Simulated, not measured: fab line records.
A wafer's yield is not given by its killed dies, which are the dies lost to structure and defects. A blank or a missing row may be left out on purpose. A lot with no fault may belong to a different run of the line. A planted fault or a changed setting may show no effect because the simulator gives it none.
Check for tools in common -- flow ritCmos -- Sample size 11 lots and 33 wafers

== REASON FOR OPENING ==
RIT_NRETRO_TW_MEAS_10, reading NRETRO_TW: flagged on 4 of 11 lots. No-fault wafers: 1044, standard deviation 12.
Rule: a lot is flagged in two cases, either no wafer of it has a number, or all its wafers with numbers fall more than 4 standard deviations from that mean. The other lots count as sound.

lot,measured,on,"NRETRO_TW, wafer by wafer",flag
L562,day 2 08:56,filmMetro-04,1057 1061 1061,
L563,day 2 13:04,filmMetro-02,1032 1032 1033,
L564,day 2 18:08,filmMetro-04,1062 1065 1059,
L565,day 2 23:25,filmMetro-01,1039 1044 1043,
L566,day 3 06:11,filmMetro-02,1025 1027 1029,
L567,day 3 12:55,filmMetro-02,1030 1032 1032,
L568,day 3 16:06,filmMetro-02,1043 1030 1031,
L569,day 3 17:57,filmMetro-01,471 471 471,FLAGGED
L570,day 4 01:26,filmMetro-02,467 469 467,FLAGGED
L571,day 4 06:19,filmMetro-04,480 481 483,FLAGGED
L572,day 4 10:15,filmMetro-01,474 475 474,FLAGGED
On average the flagged lots' numbers are 474, which is -570 against the usual, or -48 standard deviations.

== WHICH TOOL EACH LOT WENT THROUGH ==
The record holds 1 process step before the reading, out of a route of 202 steps. Every cell lists first the tool, next ch and the chambers used by the sampled wafers, and last the start.
lot,flag,RIT_NRETRO_IMPLANT_08
L562,,"implanter-04 ch 0, day 2 08:37"
L563,,"implanter-03 ch 0, day 2 12:45"
L564,,"implanter-02 ch 0, day 2 17:48"
L565,,"implanter-02 ch 0, day 2 23:05"
L566,,"implanter-04 ch 0, day 3 05:51"
L567,,"implanter-04 ch 0, day 3 12:35"
L568,,"implanter-02 ch 0, day 3 15:47"
L569,FLAGGED,"implanter-03 ch 0, day 3 17:40"
L570,FLAGGED,"implanter-02 ch 0, day 4 01:08"
L571,FLAGGED,"implanter-04 ch 0, day 4 05:59"
L572,FLAGGED,"implanter-03 ch 0, day 4 09:55"
What these steps do:
- RIT_NRETRO_IMPLANT_08
- RIT_NRETRO_TW_MEAS_10

== FLAGGED AGAINST TOTAL, ONE TOOL AT A TIME (gauges that did the reading follow at the end) ==
step,tool,lots run,flagged,share of the flagged lots,sound lots run after its first flagged lot
RIT_NRETRO_IMPLANT_08,implanter-02,4,1,some,0
RIT_NRETRO_IMPLANT_08,implanter-03,3,2,some,0
RIT_NRETRO_IMPLANT_08,implanter-04,4,1,some,0
RIT_NRETRO_TW_MEAS_10,filmMetro-01,3,2,some,0
RIT_NRETRO_TW_MEAS_10,filmMetro-02,5,1,some,0
RIT_NRETRO_TW_MEAS_10,filmMetro-04,3,1,some,0

== WHAT THE TABLE ALLOWS ==
No row of the table ran every flagged lot.

== WHAT HAD BEEN PUT IN BY THE SIMULATOR ==
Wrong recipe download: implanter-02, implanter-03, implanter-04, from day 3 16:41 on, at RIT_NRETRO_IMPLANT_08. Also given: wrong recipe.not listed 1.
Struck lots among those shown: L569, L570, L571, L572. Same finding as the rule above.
